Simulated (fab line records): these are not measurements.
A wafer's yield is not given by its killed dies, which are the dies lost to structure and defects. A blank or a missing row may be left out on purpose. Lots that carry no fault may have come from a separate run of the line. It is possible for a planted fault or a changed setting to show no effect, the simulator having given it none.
Which of the tools did it? | flow berkeley-cmos170 | Sampling: 7 lots, 21 wafers, 3 of 331 route steps

## WHAT THE GAUGES READ, wafer by wafer
UCB170_M1_CD_MEAS_90: target cd 700 nm.
lot  | measured     | on        | cd-nm (nm)
L254 | day 8 19:57  | cd-sem-01 | 698.5 699.4 696.9
L259 | day 9 19:22  | cd-sem-02 | 699.6 697.8 699.2
L261 | day 9 20:58  | cd-sem-02 | - - -
L260 | day 9 21:28  | cd-sem-02 | - - -
L273 | day 12 05:50 | cd-sem-01 | 697.4 699.0 700.0
L271 | day 12 07:54 | cd-sem-02 | 700.6 701.5 700.2
L276 | day 13 17:27 | cd-sem-01 | 698.6 700.1 702.2

## EACH LOT AND THE TOOL THAT RAN IT (in order: tool; ch and the chambers of the sampled wafers; start)
lot  | UCB170_M1_ETCH_11                  | UCB170_M1_METAL_ETCH_12
L254 | rie-diel-04 ch 0,1, day 8 19:38    | rie-metal-02 ch 0,1, day 8 19:40
L259 | rie-diel-02 ch 0,2,3, day 9 19:05  | rie-metal-03 ch 1, day 9 19:07
L261 | rie-diel-01 ch 2,3, day 9 20:40    | rie-metal-03 ch 0,1, day 9 20:43
L260 | rie-diel-04 ch 1,2,3, day 9 21:11  | rie-metal-03 ch 0,1, day 9 21:14
L273 | rie-diel-04 ch 0,2, day 12 05:34   | rie-metal-03 ch 0,1, day 12 05:37
L271 | rie-diel-01 ch 0,1, day 12 07:37   | rie-metal-03 ch 0,1, day 12 07:40
L276 | rie-diel-01 ch 1,2,3, day 13 17:08 | rie-metal-01 ch 0,1, day 13 17:13
- UCB170_M1_ETCH_11: etches BARC in N2/H2.
- UCB170_M1_METAL_ETCH_12: etches Al in Cl2/BCl3, stops on PSG, target depth 780 nm, time 134.2 s.

## THE ANSWER, worked out from the rows above alone
Rule: usual is defined by the lots themselves. Put in order of their means at a reading, lots are off if they are a third of the lots or fewer, leave a main group of 4 or more, and stand apart from it by a gap of 3 or more times the standard deviation of the main group's means; of several such gaps the widest counts. A main group is skipped when, at the precision printed for the reading in the tables above, its means are all equal. Also off: a lot with no number at a reading for which 4 or more lots have one. The other lots that the step has rows for count as sound.
Off: L261, L260 (UCB170_M1_CD_MEAS_90, cd-nm). Without a number there: L261, L260. For the main group the mean is 699.4 nm and the standard deviation 0.96.
If a tool, at a process step before that reading, ran all the lots that are off and no sound lot after the first of them, it fits. Those tools and the gauges at UCB170_M1_CD_MEAS_90 are tried in the same way. None of those tried fits.

## WHAT HAD BEEN PUT IN BY THE SIMULATOR
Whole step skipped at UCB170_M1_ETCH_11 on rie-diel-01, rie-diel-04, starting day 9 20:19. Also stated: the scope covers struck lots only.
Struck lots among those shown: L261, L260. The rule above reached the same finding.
